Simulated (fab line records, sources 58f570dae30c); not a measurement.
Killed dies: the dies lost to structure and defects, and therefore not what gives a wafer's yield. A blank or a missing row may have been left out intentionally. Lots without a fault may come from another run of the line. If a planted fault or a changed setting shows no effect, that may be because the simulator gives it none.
Problem report, 8D (eight disciplines) form, completed by code / flow berkeley-cmos170 / the parts of the form that need people (team, actions taken, sign-off) are left out

## 1. THE PROBLEM
At UCB170_NLDD_IMPLANT_09, beam-energy-keV averages 31.044 over 6 wafers from 2 lots, while fault-free wafers read 29.998, standard deviation 0.0077. That is +99 or more standard deviations from the usual mean.
Seen first at day 10 21:48 on implanter-03, wafer L432.3. The record holds 42 wafers of 14 lots with a number at this step. The rule behind "out" and "out of limits": a value lying over 4 standard deviations away from the usual mean. All remaining wafers that have a number are taken as sound.

## 2. WHAT IT IS, WHAT IT ISN'T
question=which readings at this step | is=beam-energy-keV | is not=end-station-pressure-torr
question=which lots | is=L432, L434 | is not=L416, L417, L418, L420, L421, L422, L423, L424, L425, L426, L436, L439
question=which wafers of those lots | is=all that have a number | is not=-
question=read on which tools | is=implanter-03 | is not=implanter-01, implanter-04
question=when | is=from day 10 21:48 | is not=up to then (30 sound wafers); but 6 sound wafers of L436, L439 came after

## 3. SUSPECTS, AND WHAT RULES EACH OUT
Counting: a tool stays on the suspect list if, at a process step up to the reading, it processed all lots that are out and no sound lot following the first of them.
- implanter-03 at UCB170_NLDD_IMPLANT_09: kept. All lots that are out passed through it, beginning with L432 at day 10 21:48, and no sound lot followed; its final sound lot before that point was L426 at day 9 11:29. Out on those wafers are its own readings of beam-energy-keV.
The count leaves implanter-03 at UCB170_NLDD_IMPLANT_09.

## 4. THE CAUSE (what the simulator had put in)
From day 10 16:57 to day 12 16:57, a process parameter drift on implanter-03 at UCB170_NLDD_IMPLANT_09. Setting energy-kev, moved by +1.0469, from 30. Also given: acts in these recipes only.
Only this tool survived the counting.

## 5. THE EFFECT CHAIN, in route order
Each row: a reading where the mean over the struck wafers with a number is more than 3 standard deviations away from the usual. Scope: only readings with a usual standard deviation given in the record; hours: median across lots of the time from each lot's start at the first step in this table that gives one to its start at this step; sigmas: change in usual standard deviations.
hours=0; step=UCB170_NLDD_IMPLANT_09; reading=beam-energy-keV; usual=29.998; on struck wafers=31.044; change=+1.046; sigmas=+99 or more
The process steps in it:
- UCB170_NLDD_IMPLANT_09
Later measuring or inspecting steps at which every struck wafer that the step has a row for has a number for every such reading, and none has moved that far: UCB170_PSD_CD_MEAS_06.

## 6. WHAT WOULD HAVE CAUGHT IT SOONER
The fault began at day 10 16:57; the first out-of-limits reading in this record came at day 10 21:48, 5 hours later.
